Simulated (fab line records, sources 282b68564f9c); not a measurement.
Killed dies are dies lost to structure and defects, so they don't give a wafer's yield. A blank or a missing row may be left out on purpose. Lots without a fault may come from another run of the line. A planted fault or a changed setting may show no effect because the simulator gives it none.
fab line records | flow rit_cmos
record lots=14 wafers=42 last_day=7
route steps=202 shown NRETRO@61
lots that met no fault: from a run of the same line without faults
start_h: hours from the record's first day to the start of the lot's first wafer shown | wait_h: hours since the lot's step before | " the same as in the row above | L1.1+2: a row that stands for several wafers | - no value, or no start given | * or withheld: withheld | < > ~ a bound
route shown NAME@n: a module of which the file shows steps, and the number in the route of the first | usual: mean/standard deviation of fault-free wafers | same: alike in all rows | chamber/n: place in a boat | sites: the reading at each site | _std_site: their standard deviation | _edge_site: outer sites' mean less inner sites' | radius_mm: how far each site lies from the wafer's centre | mask NAME#n: copy n | behind: the tool/chamber that last shaped the wafer | hold: why the lot was held/for how many hours/how that ended | device: the transistor (n, p or np) that didn't switch | end of line: the same wafers' tests at the end of the route | a step without rows: its recipe alone | killed: dies lost to structure and defects at the first sort, not the wafer's yield | map: a wafer's dies, x killed, . not, _ none there
set.NAME: the setting as run; set.NAME@STEP: as run at that earlier step | model.NAME: the simulator's own value behind a step, which no gauge read
steps of the route over a sample of lots; a table a step, a row a wafer
services: from which hour (start_h, from the record's first day; less than 0 if before it) a tool's chamber was out of use, for how many hours, and why
## steps
# step RIT_NRETRO_IMPLANT_08
# recipe species=P energy_kev=70 dose_cm2=1e+13 tilt_deg=7
# usual dose_ions_cm2=1.0002e+13/1.1e+10 faraday_current_uA=31.7/0.61
# columns lot.wafer tool chamber start_h wait_h dose_ions_cm2 faraday_current_uA
L475.1 implanter-04 0 30.09 0.2 1e+13 31.6
L475.2 " 0 " " 1.0001e+13 31.8
L475.5 " 0 " " 1.0015e+13 31.1
L476.1 implanter-04 0 35.15 0.2 1.0025e+13 31.1
L476.3 " 0 " " 1.0001e+13 32.4
L476.6 " 0 " " 1.0013e+13 33.1
L477.1 implanter-04 0 40.07 0.2 1.0011e+13 31.4
L477.3 " 0 " " 1.0005e+13 32.3
L477.5 " 0 " " 9.992e+12 31.1
L478.1 implanter-04 0 44.17 0.2 1.0014e+13 32.2
L478.5 " 0 " " 1.0005e+13 32.2
L478.6 " 0 " " 1.0008e+13 32.5
L479.1 implanter-01 0 49.76 0.2 9.966e+12 31.4
L479.3 " 0 " " 9.969e+12 31.5
L479.4 " 0 " " 9.987e+12 31.2
L480.2 implanter-04 0 54.30 0.2 9.987e+12 32.3
L480.3 " 0 " " 1.0006e+13 31.5
L480.4 " 0 " " 1e+13 31.5
L482.1 implanter-02 0 64.25 0.2 1.0002e+13 31.9
L482.2 " 0 " " 1.0011e+13 30.4
L482.3 " 0 " " 1.0009e+13 32.0
L483.1 implanter-02 0 70.65 0.2 1.0001e+13 31.5
L483.2 " 0 " " 1.0004e+13 31.6
L483.3 " 0 " " 1.001e+13 30.9
L484.3 implanter-01 0 74.09 0.2 1.002e+13 31.7
L484.4 " 0 " " 1.0023e+13 31.5
L484.5 " 0 " " 1.0014e+13 31.5
L485.1 implanter-02 0 79.78 0.2 1.0015e+13 32.3
L485.4 " 0 " " 1.0002e+13 31.4
L485.5 " 0 " " 1.0008e+13 32.3
L488.4 implanter-04 0 94.91 0.2 9.994e+12 31.9
L488.5 " 0 " " 9.991e+12 31.9
L488.6 " 0 " " 9.997e+12 32.0
L491.2 implanter-02 0 109.31 0.2 1.522e+13 48.7
L491.3 " 0 " " 1.5223e+13 48.4
L491.4 " 0 " " 1.5235e+13 46.3
L494.1 implanter-02 0 125.00 0.2 1.5212e+13 49.4
L494.2 " 0 " " 1.5222e+13 48.0
L494.4 " 0 " " 1.523e+13 48.1
L498.2 implanter-01 0 144.23 0.2 9.987e+12 31.8
L498.4 " 0 " " 9.994e+12 32.8
L498.6 " 0 " " 9.986e+12 30.8
# step RIT_NRETRO_TW_MEAS_10
# usual NRETRO_TW=1051/8.7
# columns lot.wafer tool chamber start_h wait_h NRETRO_TW
L475.1 film_metro-03 - 30.41 0.1 1050
L475.2 " - " " 1056
L475.5 " - " " 1054
L476.1 film_metro-03 - 35.48 0.1 1054
L476.3 " - " " 1055
L476.6 " - " " 1051
L477.1 film_metro-01 - 40.39 0.1 1054
L477.3 " - " " 1058
L477.5 " - " " 1049
L478.1 film_metro-04 - 44.50 0.1 1043
L478.5 " - " " 1045
L478.6 " - " " 1049
L479.1 film_metro-01 - 50.08 0.1 1048
L479.3 " - " " 1050
L479.4 " - " " 1056
L480.2 film_metro-04 - 54.61 0.1 1046
L480.3 " - " " 1037
L480.4 " - " " 1038
L482.1 film_metro-04 - 64.73 0.1 1048
L482.2 " - " " 1050
L482.3 " - " " 1048
L483.1 film_metro-01 - 70.97 0.1 1052
L483.2 " - " " 1055
L483.3 " - " " 1053
L484.3 film_metro-01 - 74.38 0.1 1055
L484.4 " - " " 1055
L484.5 " - " " 1053
L485.1 film_metro-03 - 80.11 0.1 1056
L485.4 " - " " 1057
L485.5 " - " " 1057
L488.4 film_metro-01 - 95.19 0.1 1050
L488.5 " - " " 1051
L488.6 " - " " 1053
L491.2 film_metro-04 - 109.62 0.1 1193
L491.3 " - " " 1186
L491.4 " - " " 1184
L494.1 film_metro-04 - 125.33 0.1 1193
L494.2 " - " " 1187
L494.4 " - " " 1184
L498.2 film_metro-01 - 144.54 0.1 1061
L498.4 " - " " 1061
L498.6 " - " " 1057
## services
# columns tool chamber start_h hours kind
implanter-01 - 13.93 6.3 pm
implanter-02 - 26.43 3.8 repair
implanter-01 - 43.62 3.7 pm
implanter-02 - 57.03 3.3 repair
implanter-04 - 74.82 4.0 repair
implanter-04 - 114.80 5.0 repair
implanter-02 - 141.49 2.8 repair
## key
first_sign step=RIT_NRETRO_IMPLANT_08 reading=dose_ions_cm2 direction=up sigmas=99+ usual=1.0002e+13 struck=1.5224e+13
effect step=RIT_NRETRO_IMPLANT_08 reading=faraday_current_uA direction=up sigmas=27 usual=31.7 struck=48.2
effect step=RIT_NRETRO_TW_MEAS_10 reading=NRETRO_TW direction=up sigmas=16 usual=1051 struck=1188
met_at RIT_NRETRO_IMPLANT_08
struck_lots L491,L494
tester_left_out L491,L494
onset_between 79.78 109.31
fault kind=process_parameter_drift tool=implanter-02 chamber=- onset_h=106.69 steps=RIT_NRETRO_IMPLANT_08 channel=dose_cm2 offset=5.2305e+12 shape=step end_h=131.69 acts_in=these_recipes_only stated=1e+13
# tester_left_out: of these lots the tester's yield and bins aren't shown, on N5 and GAA mostly nor the transistor test; their killed dies are dies lost to structure and defects alone, not to doping, threshold or leakage, so they don't give the yield
